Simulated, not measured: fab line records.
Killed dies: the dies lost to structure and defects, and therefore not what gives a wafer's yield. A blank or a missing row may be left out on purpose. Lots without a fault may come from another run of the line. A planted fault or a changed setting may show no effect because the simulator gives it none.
fab line records	flow ritCmos
record lots=7	wafers=21	lastDay=7
route steps=202 shown CONTACT@176 M1@184
lots that met no fault: from a run of the same line without faults
startH: the number of hours between the record's first day and the start of the first shown wafer of the lot	waitH: time in hours since the lot's previous step	" unchanged from the row above	L1.1+2: one row covering several wafers at once	- either no value or no given start	* or withheld: withheld	< > ~ a bound
route shown NAME@n: a module of which the file shows steps, and the number in the route of the first	usual: mean and standard deviation over wafers with no fault	same: alike in all rows	chamber/n: place in a boat	sites: readings site by site	_std_site: how widely they spread, as a standard deviation	_edge_site: inner sites' mean taken away from outer sites' mean	radiusMm: for every site, how far away it sits from the centre of the wafer	mask NAME#n: copy n	behind: the most recent tool/chamber to have shaped the wafer	hold: what put the lot on hold/how long, in hours/how the hold closed	device: which transistor (n, p or np) failed to switch	end of line: tests of these same wafers at the route's end	step lacking rows: just its recipe	killed: not the wafer's yield, but the dies lost to structure and defects at the first sort	map: the dies of a wafer, with x for killed, . for not killed, _ for no die there
set.NAME: the setting the step ran with; set.NAME@STEP: the setting that earlier step ran with	model.NAME: the simulator's own value behind a step, which no gauge read
lots seen at some steps along the route; tables by step, rows by wafer
services: when a tool's chamber went out of use (startH, in hours from the record's first day, below 0 if earlier), for how many hours, and the reason
## steps
# step RIT_CONTACT_CD_MEAS_08
# recipe targetCdNm=1000
# usual cdNm=1000.1/2.6
lot.wafer	tool	chamber	startH	waitH	cdNm
L714.1	cdSem-01	-	114.35	-	999.4
L714.3	"	-	"	"	999.4
L714.5	"	-	"	"	1000.1
L715.1	cdSem-01	-	122.52	-	1000.8
L715.4	"	-	"	"	999.3
L715.6	"	-	"	"	999.9
L719.1	cdSem-02	-	142.72	-	994.8
L719.2	"	-	"	"	994.4
L719.6	"	-	"	"	994.0
L720.3	cdSem-01	-	153.40	-	998.4
L720.4	"	-	"	"	1001.2
L720.6	"	-	"	"	996.9
L723.3	cdSem-02	-	164.01	-	1003.4
L723.5	"	-	"	"	1002.6
L723.6	"	-	"	"	1001.4
L724.1	cdSem-02	-	168.57	-	1000.1
L724.4	"	-	"	"	999.0
L724.5	"	-	"	"	1001.5
L725.1	cdSem-02	-	172.63	-	1002.3
L725.2	"	-	"	"	1002.9
L725.6	"	-	"	"	1002.6
# step RIT_CONTACT_OVL_MEAS_09
# usual CONTACT_OVL=-0.4/1.3
lot.wafer	tool	chamber	startH	waitH	CONTACT_OVL[nm]
L714.1	overlay-01	-	114.47	0.1	0.3
L714.3	"	-	"	"	-1.5
L714.5	"	-	"	"	-0.3
L715.1	overlay-01	-	122.64	0.1	0.7
L715.4	"	-	"	"	-0.3
L715.6	"	-	"	"	-1.4
L719.1	overlay-02	-	142.84	0.1	-2.2
L719.2	"	-	"	"	0.2
L719.6	"	-	"	"	-0.8
L720.3	overlay-01	-	153.49	0.1	0.1
L720.4	"	-	"	"	0.9
L720.6	"	-	"	"	-0.9
L723.3	overlay-01	-	164.11	0.1	0.6
L723.5	"	-	"	"	0.4
L723.6	"	-	"	"	-0.7
L724.1	overlay-02	-	168.69	0.1	-1.4
L724.4	"	-	"	"	-1.0
L724.5	"	-	"	"	-4.1
L725.1	overlay-02	-	172.75	0.1	0.8
L725.2	"	-	"	"	-0.9
L725.6	"	-	"	"	-0.4
# step RIT_CONTACT_HARDBAKE_10
# recipe resist=NOVOLAK	tempC=140	timeS=60
# step RIT_CONTACT_ETCH_11
# recipe targetDepthA=4800	overEtchFrac=0.2	stopOn=TiSi2	chemistry=CHF3/CF4/Ar	target=SiO2	CHF3_flow_sccm=50	cf4FlowSccm=10	Ar_flow_sccm=100	O2_flow_sccm=5	pressureMtorr=100	rfW=200	timeS=320
# usual cf4FlowSccm=10.00/0.03	drypumpMotorCurrentA=5.6/0.47	oesProductAu=0.987/0.013	rfFwdPowerW=199.5/0.65	throttleValvePct=8.87/0.14
lot.wafer	tool	chamber	startH	waitH	cf4FlowSccm	drypumpMotorCurrentA	oesProductAu	rfFwdPowerW	rfHoursCounterH	throttleValvePct
L714.1	rieDiel-02	0	114.65	0.1	10.06	5.4	0.956	200.3	10	8.70
L714.3	"	1	"	"	10.01	4.9	1.001	199.2	74	8.82
L714.5	"	2	"	"	10.01	5.4	0.989	200.7	-	8.86
L715.1	rieDiel-03	3	122.82	0.1	10.00	5.7	0.969	199.9	120	8.86
L715.4	"	2	"	"	10.04	5.8	0.993	200.0	25	8.73
L715.6	"	1	"	"	9.93	6.7	0.982	199.6	-	8.71
L719.1	rieDiel-02	3	143.03	0.1	10.00	5.3	0.971	199.3	19	8.86
L719.2	"	1	"	"	10.04	4.9	1.007	199.4	75	8.81
L719.6	"	0	"	"	9.95	5.4	0.960	199.0	-	8.67
L720.3	rieDiel-03	0	153.66	0.1	10.05	6.2	1.002	199.0	7	8.83
L720.4	"	1	"	"	10.01	6.7	0.986	200.8	6	8.71
L720.6	"	0	"	"	9.99	6.2	0.995	198.9	-	8.82
L723.3	rieDiel-03	1	164.28	0.1	10.01	6.6	0.981	200.2	6	8.71
L723.5	"	0	"	"	10.02	6.2	0.988	199.9	-	8.82
L723.6	"	1	"	"	10.01	6.7	0.976	198.8	-	8.70
L724.1	rieDiel-04	0	168.88	0.1	10.03	5.5	0.993	200.1	15	9.13
L724.4	"	1	"	"	10.00	5.8	0.995	200.0	-	9.05
L724.5	"	1	"	"	10.02	5.8	0.992	199.9	-	9.08
L725.1	rieDiel-02	3	172.93	0.1	9.95	5.3	0.970	199.5	19	8.86
L725.2	"	0	"	"	10.01	5.4	0.955	201.6	11	8.70
L725.6	"	0	"	"	10.03	5.4	0.961	200.0	-	8.68
# step RIT_CONTACT_STRIP_12
# recipe chemistry=O2	timeS=180	resist=NOVOLAK	platenTempC=withheld	powerW=500	pressureMtorr=4000	o2FlowSccm=4000
# usual drypumpMotorCurrentA=5.6/0.34
lot.wafer	tool	chamber	startH	waitH	drypumpMotorCurrentA	rfHoursCounterH
L714.1	plasmaAsher-02	0	114.85	0.1	5.5	48
L714.3	"	0	"	"	5.5	-
L714.5	"	1	"	"	5.1	-
L715.1	plasmaAsher-03	1	123.02	0.1	5.7	34
L715.4	"	1	"	"	5.7	-
L715.6	"	1	"	"	5.8	-
L719.1	plasmaAsher-02	1	143.22	0.1	5.1	51
L719.2	"	0	"	"	5.5	51
L719.6	"	1	"	"	5.1	-
L720.3	plasmaAsher-02	0	153.91	0.2	5.5	-
L720.4	"	1	"	"	5.1	-
L720.6	"	1	"	"	5.1	-
L723.3	plasmaAsher-01	0	164.53	0.2	5.5	-
L723.5	"	1	"	"	5.4	-
L723.6	"	0	"	"	5.5	-
L724.1	plasmaAsher-01	1	169.17	0.2	5.5	6
L724.4	"	1	"	"	5.5	-
L724.5	"	0	"	"	5.5	-
L725.1	plasmaAsher-02	0	173.13	0.1	5.5	54
L725.2	"	1	"	"	5.1	54
L725.6	"	1	"	"	5.1	-
# step RIT_CONTACT_CD_MEAS_90
# recipe targetCdNm=1000
# usual cdNm=1000.0/2.5
lot.wafer	tool	chamber	startH	waitH	cdNm
L714.1	cdSem-01	-	115.02	0.1	998.5
L714.3	"	-	"	"	999.7
L714.5	"	-	"	"	1000.1
L715.1	cdSem-02	-	123.19	0.1	1000.4
L715.4	"	-	"	"	999.6
L715.6	"	-	"	"	1000.3
L719.1	cdSem-02	-	143.39	0.1	994.2
L719.2	"	-	"	"	994.1
L719.6	"	-	"	"	993.8
L720.3	cdSem-01	-	154.07	0.1	998.5
L720.4	"	-	"	"	1001.2
L720.6	"	-	"	"	996.9
L723.3	cdSem-02	-	164.69	0.1	1003.3
L723.5	"	-	"	"	1002.1
L723.6	"	-	"	"	1001.4
L724.1	cdSem-02	-	169.35	0.1	999.3
L724.4	"	-	"	"	998.8
L724.5	"	-	"	"	1000.7
L725.1	cdSem-01	-	173.30	0.1	1001.9
L725.2	"	-	"	"	1002.9
L725.6	"	-	"	"	1002.4
# step RIT_CONTACT_CLEAN_13
# recipe chemistry=SC1	mix=3:3:50	timeS=600	tempC=75
# step RIT_CONTACT_CLEAN_14
# recipe chemistry=SC2	mix=3:3:50	timeS=600	tempC=75	dry=n2Spin
# step RIT_M1_SPUTTER_00
# recipe material=Al	targetThkNm=400	powerW=2000	chamberPressurePa=0.4	gas=Ar	timeS=500	substrateTempC=25
# usual throttleValvePct=30.5/0.77
lot.wafer	tool	chamber	startH	waitH	throttleValvePct
L714.1	pvdSputter-03	-	115.67	0.0	28.1
L714.3	"	-	"	"	30.8
L714.5	"	-	"	"	31.0
L715.1	pvdSputter-04	-	123.84	0.0	30.4
L715.4	"	-	"	"	30.8
L715.6	"	-	"	"	31.0
L719.1	pvdSputter-03	-	143.88	0.0	30.5
L719.2	"	-	"	"	28.3
L719.6	"	-	"	"	30.7
L720.3	pvdSputter-02	-	154.50	0.0	31.3
L720.4	"	-	"	"	30.5
L720.6	"	-	"	"	31.0
L723.3	pvdSputter-02	-	165.14	0.0	29.9
L723.5	"	-	"	"	29.7
L723.6	"	-	"	"	31.1
L724.1	pvdSputter-03	-	169.83	0.0	28.4
L724.4	"	-	"	"	30.4
L724.5	"	-	"	"	28.3
L725.1	pvdSputter-03	-	173.77	0.0	28.1
L725.2	"	-	"	"	30.1
L725.6	"	-	"	"	30.5
# step RIT_M1_RS_MEAS_01
# recipe thkMeasGauge=four-point-probe	reads=Al_of_M1_SPUTTER_00
# usual M1_AL_RS=0.0732/0.00067
lot.wafer	tool	chamber	startH	waitH	M1_AL_RS[ohm/sq]
L714.1	filmMetro-01	-	115.96	0.1	0.0743
L714.3	"	-	"	"	0.0746
L714.5	"	-	"	"	0.0741
L715.1	filmMetro-02	-	124.13	0.1	0.0734
L715.4	"	-	"	"	0.0731
L715.6	"	-	"	"	0.0723
L719.1	filmMetro-01	-	144.17	0.1	0.0727
L719.2	"	-	"	"	0.0721
L719.6	"	-	"	"	0.0727
L720.3	filmMetro-04	-	154.84	0.2	0.0721
L720.4	"	-	"	"	0.0722
L720.6	"	-	"	"	0.0727
L723.3	filmMetro-01	-	165.47	0.2	0.0727
L723.5	"	-	"	"	0.0726
L723.6	"	-	"	"	0.0728
L724.1	filmMetro-04	-	170.13	0.1	0.0728
L724.4	"	-	"	"	0.0735
L724.5	"	-	"	"	0.0728
L725.1	filmMetro-04	-	174.07	0.1	0.0738
L725.2	"	-	"	"	0.0737
L725.6	"	-	"	"	0.0744
# step RIT_M1_THK_MEAS_02
# recipe thkMeasGauge=xrf	reads=Al_of_M1_SPUTTER_00
# usual M1_AL_THK=402/3.5
lot.wafer	tool	chamber	startH	waitH	M1_AL_THK[nm]
L714.1	filmMetro-01	-	116.08	0.1	396
L714.3	"	-	"	"	396
L714.5	"	-	"	"	396
L715.1	filmMetro-02	-	124.25	0.1	403
L715.4	"	-	"	"	403
L715.6	"	-	"	"	408
L719.1	filmMetro-01	-	144.29	0.1	404
L719.2	"	-	"	"	407
L719.6	"	-	"	"	404
L720.3	filmMetro-04	-	154.94	0.1	403
L720.4	"	-	"	"	406
L720.6	"	-	"	"	404
L723.3	filmMetro-01	-	165.57	0.1	404
L723.5	"	-	"	"	407
L723.6	"	-	"	"	406
L724.1	filmMetro-04	-	170.25	0.1	404
L724.4	"	-	"	"	401
L724.5	"	-	"	"	404
L725.1	filmMetro-04	-	174.19	0.1	399
L725.2	"	-	"	"	399
L725.6	"	-	"	"	397
# step RIT_M1_HMDS_03
# recipe primeTimeS=60	primeTempC=140
# step RIT_M1_COAT_04
# recipe resist=NOVOLAK	spinRpm=2000	resistThkNm=1300
lot.wafer	tool	chamber	startH	waitH	model.NOVOLAK_of_M1_COAT_04.thkNm
L714.1	lithoTrack-01	0	116.29	0.1	1295
L714.3+5	"	0	"	"	1297
L715.1	lithoTrack-02	0	124.51	0.1	1296
L715.4	"	0	"	"	1299
L715.6	"	0	"	"	1295
L719.1	lithoTrack-04	0	144.59	0.1	1300
L719.2	"	0	"	"	1301
L719.6	"	0	"	"	1296
L720.3	lithoTrack-01	0	155.18	0.1	1223
L720.4	"	0	"	"	1224
L720.6	"	0	"	"	1225
L723.3+5	lithoTrack-01	0	165.86	0.1	1227
L723.6	"	0	"	"	1225
L724.1	lithoTrack-02	0	170.46	0.1	1291
L724.4+5	"	0	"	"	1295
L725.1	lithoTrack-01	0	174.40	0.1	1222
L725.2	"	0	"	"	1220
L725.6	"	0	"	"	1221
# step RIT_M1_SOFTBAKE_05
# recipe resist=NOVOLAK	tempC=90	timeS=60
# step RIT_M1_EXPOSE_06
# recipe maskId=M12	na=0.6	sourceShape=conventional	sigmaOuter=0.5	targetCdNm=2600	doseMj=250
# step RIT_M1_PEB_07
# recipe resist=NOVOLAK	tempC=withheld	timeS=withheld
# step RIT_M1_DEVELOP_08
# recipe resist=NOVOLAK	developTimeS=68	devTempC=23
# step RIT_M1_CD_MEAS_09
# recipe targetCdNm=2600
# usual cdNm=2599.8/2.2
lot.wafer	tool	chamber	startH	waitH	cdNm
L714.1	cdSem-01	-	117.02	-	2598.2
L714.3	"	-	"	"	2597.3
L714.5	"	-	"	"	2598.6
L715.1	cdSem-01	-	125.24	-	2600.1
L715.4	"	-	"	"	2599.2
L715.6	"	-	"	"	2597.8
L719.1	cdSem-01	-	145.32	-	2597.3
L719.2	"	-	"	"	2599.8
L719.6	"	-	"	"	2598.4
L720.3	cdSem-02	-	156.02	-	2594.2
L720.4	"	-	"	"	2593.3
L720.6	"	-	"	"	2594.0
L723.3	cdSem-02	-	166.58	-	2593.3
L723.5	"	-	"	"	2595.0
L723.6	"	-	"	"	2590.9
L724.1	cdSem-02	-	171.19	-	2598.5
L724.4	"	-	"	"	2598.2
L724.5	"	-	"	"	2597.7
L725.1	cdSem-02	-	175.13	-	2596.9
L725.2	"	-	"	"	2591.5
L725.6	"	-	"	"	2594.0
# step RIT_M1_OVL_MEAS_10
# usual M1_OVL=0.6/1.5
lot.wafer	tool	chamber	startH	waitH	M1_OVL[nm]
L714.1	overlay-01	-	117.14	0.1	2.4
L714.3	"	-	"	"	1.1
L714.5	"	-	"	"	2.2
L715.1	overlay-02	-	125.36	0.1	0.0
L715.4	"	-	"	"	3.0
L715.6	"	-	"	"	-0.7
L719.1	overlay-02	-	145.44	0.1	1.7
L719.2	"	-	"	"	1.5
L719.6	"	-	"	"	4.0
L720.3	overlay-01	-	156.11	0.1	-0.6
L720.4	"	-	"	"	0.7
L720.6	"	-	"	"	0.2
L723.3	overlay-01	-	166.67	0.1	0.5
L723.5	"	-	"	"	0.8
L723.6	"	-	"	"	2.1
L724.1	overlay-01	-	171.31	0.1	0.5
L724.4	"	-	"	"	-1.4
L724.5	"	-	"	"	0.2
L725.1	overlay-02	-	175.25	0.1	0.2
L725.2	"	-	"	"	-0.3
L725.6	"	-	"	"	0.6
# step RIT_M1_HARDBAKE_11
# recipe resist=NOVOLAK	tempC=140	timeS=120
# step RIT_M1_METAL_ETCH_12
# recipe stopOn=SiO2	chemistry=Cl2/BCl3	target=Al	timeS=165	overEtchFrac=0.5	pressureMtorr=100	targetDepthA=6000	rfW=250	Cl2_flow_sccm=60	bcl3FlowSccm=50
# usual drypumpMotorCurrentA=5.7/0.42	mfcCl2Sccm=60.00/0.18	oesProductAu=0.780/0.011	rfFwdPowerW=248.9/0.81	throttleValvePct=8.30/0.092
lot.wafer	tool	chamber	startH	waitH	drypumpMotorCurrentA	mfcCl2Sccm	oesProductAu	rfFwdPowerW	rfHoursCounterH	throttleValvePct	model.NOVOLAK_of_M1_COAT_04.thkNm
L714.1	rieMetal-03	0	117.58	0.2	5.3	59.86	0.781	248.1	36	8.33	804.2
L714.3	"	1	"	"	5.5	59.63	0.777	247.9	-	8.09	802.5
L714.5	"	1	"	"	5.5	59.96	0.767	248.4	-	8.11	802.7
L715.1	rieMetal-02	1	125.65	0.2	5.4	60.17	0.769	248.9	5	8.28	805.6
L715.4	"	1	"	"	5.4	60.25	0.771	249.5	-	8.27	807.6
L715.6	"	1	"	"	5.4	60.11	0.780	249.6	-	8.27	806
L719.1	rieMetal-01	0	145.72	0.2	5.7	59.92	0.806	249.8	1	8.25	812.8
L719.2	"	1	"	"	6.5	59.97	0.775	248.7	2	8.39	802.6
L719.6	"	1	"	"	6.4	59.67	0.763	248.8	-	8.39	799.5
L720.3	rieMetal-03	1	156.44	0.2	5.5	60.21	0.784	246.7	-	8.09	740.1
L720.4	"	0	"	"	5.2	59.88	0.792	248.2	-	8.32	732.6
L720.6	"	1	"	"	5.5	59.79	0.776	248.5	-	8.10	742.7
L723.3	rieMetal-03	1	167.00	0.2	5.5	59.89	0.777	249.2	-	8.09	744.1
L723.5	"	0	"	"	5.3	59.63	0.790	249.7	-	8.33	737
L723.6	"	1	"	"	5.5	59.90	0.777	248.5	-	8.10	743.3
L724.1	rieMetal-02	1	171.66	0.2	5.4	60.15	0.779	249.2	5	8.27	805.5
L724.4	"	1	"	"	5.4	60.20	0.777	248.4	-	8.29	807.1
L724.5	"	0	"	"	5.5	59.95	0.776	250.0	-	8.37	807
L725.1	rieMetal-01	0	175.53	0.2	5.7	59.97	0.797	248.5	2	8.24	743.2
L725.2	"	1	"	"	6.5	59.54	0.765	248.6	2	8.40	731.2
L725.6	"	0	"	"	5.7	60.10	0.794	249.3	-	8.24	745.2
# step RIT_M1_STRIP_13
# recipe chemistry=nmp	resist=NOVOLAK	tempC=80	timeS=600	dry=n2Spin
# step RIT_M1_PROBE_99
# usual defectLimitedYield=97.3/1.1	killedAtContacts=0.1/0.31	killedAtFrontEnd=7.1/2.8	killedDies=7.2/2.8	killedOnRim=1.8/1.3	killedOpen=3.5/2	killedShort=3.7/1.9	sort_bin_3_pad_short=0.1/0.22	sort_bin_5_function=1.6/0.77	sort_bin_6_memory=1.0/0.59	sortNPass=256.8/2.8	sortYieldPct=97.3/1.1
# same grossDies=264	killed_at_M0_to_M3=0	killed_at_M4_up=0	killedAtBackSide=0	killedAtOther=0
lot.wafer	tool	chamber	startH	waitH	defectLimitedYield[%]	killedAtContacts	killedAtFrontEnd	killedDies	killedOnRim	killedOpen	killedShort	sort_bin_3_pad_short[%]	sort_bin_5_function[%]	sort_bin_6_memory[%]	sortNPass	sortYieldPct[%]
L714.1	prober-01	-	120.47	0.1	97.0	0	8	8	3	3	5	0	1.9	1.1	256.0	97.0
L714.3	prober-01	-	120.57	0.2	96.6	0	9	9	4	3	5	0.8	1.1	1.5	255.0	96.6
L714.5	prober-01	-	120.67	0.2	98.1	0	5	5	1	2	2	0	1.1	0.8	259.0	98.1
L715.1	prober-02	-	128.67	0.1	99.6	0	1	1	0	0	1	0	0.4	0	263.0	99.6
L715.4	prober-02	-	128.82	0.2	97.3	0	7	7	3	3	4	0.8	1.1	0.8	257.0	97.3
L715.6	prober-02	-	128.92	0.2	97.3	0	7	7	3	6	1	0	1.9	0.8	257.0	97.3
L719.1	prober-02	-	149.00	0.1	98.5	1	3	4	1	4	0	0	1.1	0.4	260.0	98.5
L719.2	prober-02	-	149.05	0.1	97.7	0	6	6	2	5	1	0	1.9	0.4	258.0	97.7
L719.6	prober-02	-	149.25	0.2	97.7	0	6	6	2	0	6	0	1.5	0.8	258.0	97.7
L720.3	prober-01	-	159.27	0.2	97.7	0	6	6	1	3	3	0.4	1.5	0.4	258.0	97.7
L720.4	prober-01	-	159.32	0.2	97.0	0	8	8	0	4	4	0	1.5	1.5	256.0	97.0
L720.6	prober-01	-	159.42	0.2	98.9	0	3	3	1	2	1	0	0.8	0.4	261.0	98.9
L723.3	prober-02	-	170.09	0.2	96.2	1	9	10	4	4	6	0	2.7	1.1	254.0	96.2
L723.5	prober-02	-	170.19	0.2	96.6	0	9	9	1	4	5	0	2.3	1.1	255.0	96.6
L723.6	prober-02	-	170.24	0.2	96.2	0	10	10	3	7	3	0.4	3.0	0.4	254.0	96.2
L724.1	prober-01	-	173.91	0.1	97.7	0	6	6	1	2	4	0	1.1	1.1	258.0	97.7
L724.4	prober-01	-	174.06	0.2	98.1	0	5	5	2	4	1	0	0.4	1.5	259.0	98.1
L724.5	prober-01	-	174.11	0.2	97.7	0	6	6	1	3	3	0	1.9	0.4	258.0	97.7
L725.1	prober-02	-	179.02	0.1	98.5	0	4	4	0	2	2	0	1.1	0.4	260.0	98.5
L725.2	prober-02	-	179.07	0.1	97.7	0	6	6	2	4	2	0	1.9	0.4	258.0	97.7
L725.6	prober-02	-	179.27	0.2	98.5	0	4	4	1	2	2	0.4	0	1.1	260.0	98.5
# killed by level:class
L714.1 FOX1:geometricParticle:open=3 FOX1:geometricParticle:short=2 FOX2:geometricParticle:short=1 GATE:geometricParticle:short=1 REOX:geometricParticle:short=1
L714.3 SILICIDE:geometricParticle:short=3 FOX2:geometricParticle:open=2 GATE:geometricParticle:short=2 SILICIDE:geometricParticle:open=1 NRETRO:coatMicrobubblePrinted=1
L714.5 GATE:geometricParticle:open=2 GATE:geometricParticle:short=1 SILICIDE:geometricParticle:short=1 NRETRO:coatMicrobubblePrinted=1
L715.1 FOX1:geometricParticle:short=1
L715.4 REOX:geometricParticle:short=2 SILICIDE:geometricParticle:short=2 SILICIDE:geometricParticle:open=2 REOX:geometricParticle:open=1
L715.6 FOX1:geometricParticle:open=2 FOX2:geometricParticle:open=1 GATE:geometricParticle:short=1 GATE:geometricParticle:open=1 REOX:geometricParticle:open=1 SILICIDE:geometricParticle:open=1
L719.1 GATE:geometricParticle:open=3 CONTACT:geometricParticle:open=1
L719.2 SPACER:geometricParticle:open=2 FOX1:geometricParticle:open=1 FOX2:geometricParticle:open=1 GATE:geometricParticle:short=1 REOX:geometricParticle:open=1
L719.6 FOX1:geometricParticle:short=2 SPACER:geometricParticle:short=2 GATE:geometricParticle:short=1 REOX:geometricParticle:short=1
L720.3 FOX1:geometricParticle:short=2 GATE:geometricParticle:open=2 GATE:geometricParticle:short=1 REOX:geometricParticle:open=1
L720.4 GATE:geometricParticle:open=4 GATE:geometricParticle:short=3 REOX:geometricParticle:short=1
L720.6 FOX1:geometricParticle:open=2 GATE:geometricParticle:short=1
L723.3 GATE:geometricParticle:open=4 SILICIDE:geometricParticle:short=2 FOX1:geometricParticle:short=1 GATE:geometricParticle:short=1 REOX:geometricParticle:short=1 CONTACT:geometricParticle:short=1
L723.5 FOX2:geometricParticle:short=2 GATE:geometricParticle:short=2 FOX2:geometricParticle:open=1 GATE:geometricParticle:open=1 REOX:geometricParticle:open=1 SPACER:geometricParticle:short=1 SPACER:geometricParticle:open=1
L723.6 SILICIDE:geometricParticle:open=5 GATE:geometricParticle:short=2 FOX2:geometricParticle:short=1 GATE:geometricParticle:open=1 SPACER:geometricParticle:open=1
L724.1 GATE:geometricParticle:open=2 SPACER:geometricParticle:short=2 GATE:geometricParticle:short=1 SILICIDE:geometricParticle:short=1
L724.4 SPACER:geometricParticle:open=2 FOX1:geometricParticle:open=1 GATE:geometricParticle:open=1 GATE:geometricParticle:short=1
L724.5 GATE:geometricParticle:open=2 SPACER:geometricParticle:short=2 SILICIDE:geometricParticle:short=1 SILICIDE:geometricParticle:open=1
L725.1 FOX1:geometricParticle:short=2 GATE:geometricParticle:open=1 SILICIDE:geometricParticle:open=1
L725.2 FOX1:geometricParticle:short=2 GATE:geometricParticle:open=2 REOX:geometricParticle:open=2
L725.6 GATE:geometricParticle:short=2 FOX1:geometricParticle:open=1 SILICIDE:geometricParticle:open=1
## services
tool	chamber	startH	hours	kind
rieDiel-03	0	90.94	21.9	repair
rieDiel-03	1	100.13	4.4	repair
pvdSputter-02	-	105.72	4.6	repair
rieDiel-02	3	105.79	8.8	repair
rieMetal-01	0	107.52	4.6	repair
plasmaAsher-01	-	108.75	9.0	pm
rieDiel-03	2	109.74	5.4	repair
rieDiel-03	0	113.59	2.4	repair
rieMetal-02	1	116.81	6.6	repair
plasmaAsher-02	-	119.68	1.4	repair
rieMetal-02	0	124.37	7.2	repair
pvdSputter-02	-	125.03	1.6	repair
rieMetal-03	-	136.12	20.0	pm
rieMetal-03	0	136.12	20.0	ventCycle
rieMetal-03	1	136.12	20.0	ventCycle
pvdSputter-04	-	149.80	5.3	repair
rieMetal-03	0	156.12	-	clean
rieMetal-03	1	156.12	-	clean
rieDiel-02	-	156.58	0.1	repair
pvdSputter-04	-	162.23	1.0	repair
plasmaAsher-02	-	162.83	0.7	repair
rieDiel-03	-	164.61	0.4	repair
rieDiel-04	2	165.42	7.4	repair
pvdSputter-03	-	171.33	1.0	repair
## key
firstSign step=RIT_M1_CD_MEAS_09	reading=cdNm	direction=down	sigmas=2.8	usual=2599.8	struck=2593.7	through=controlLoop
effect none on later readings
modelEffect step=RIT_M1_COAT_04	value=NOVOLAK_of_M1_COAT_04.thkNm	without=1298	struck=1224
modelEffect step=RIT_M1_METAL_ETCH_12	value=NOVOLAK_of_M1_COAT_04.thkNm	without=803.8	struck=739.9
metAt RIT_M1_COAT_04
struckWafers L720.3,L720.4,L720.6,L723.3,L723.5,L723.6,L725.1,L725.2,L725.6
loopTrim step=RIT_M1_EXPOSE_06	setting=dose	lots=L723,L725
onsetBetween 116.29 155.18
fault kind=processParameterDrift	tool=lithoTrack-01	chamber=-	onsetH=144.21	steps=RIT_M1_COAT_04	channel=resistThkNm	offset=-74.203	shape=step	endH=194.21	actsIn=theseRecipesOnly	stated=1300
# loopTrim: a control loop set the setting to another value than it would have without faults
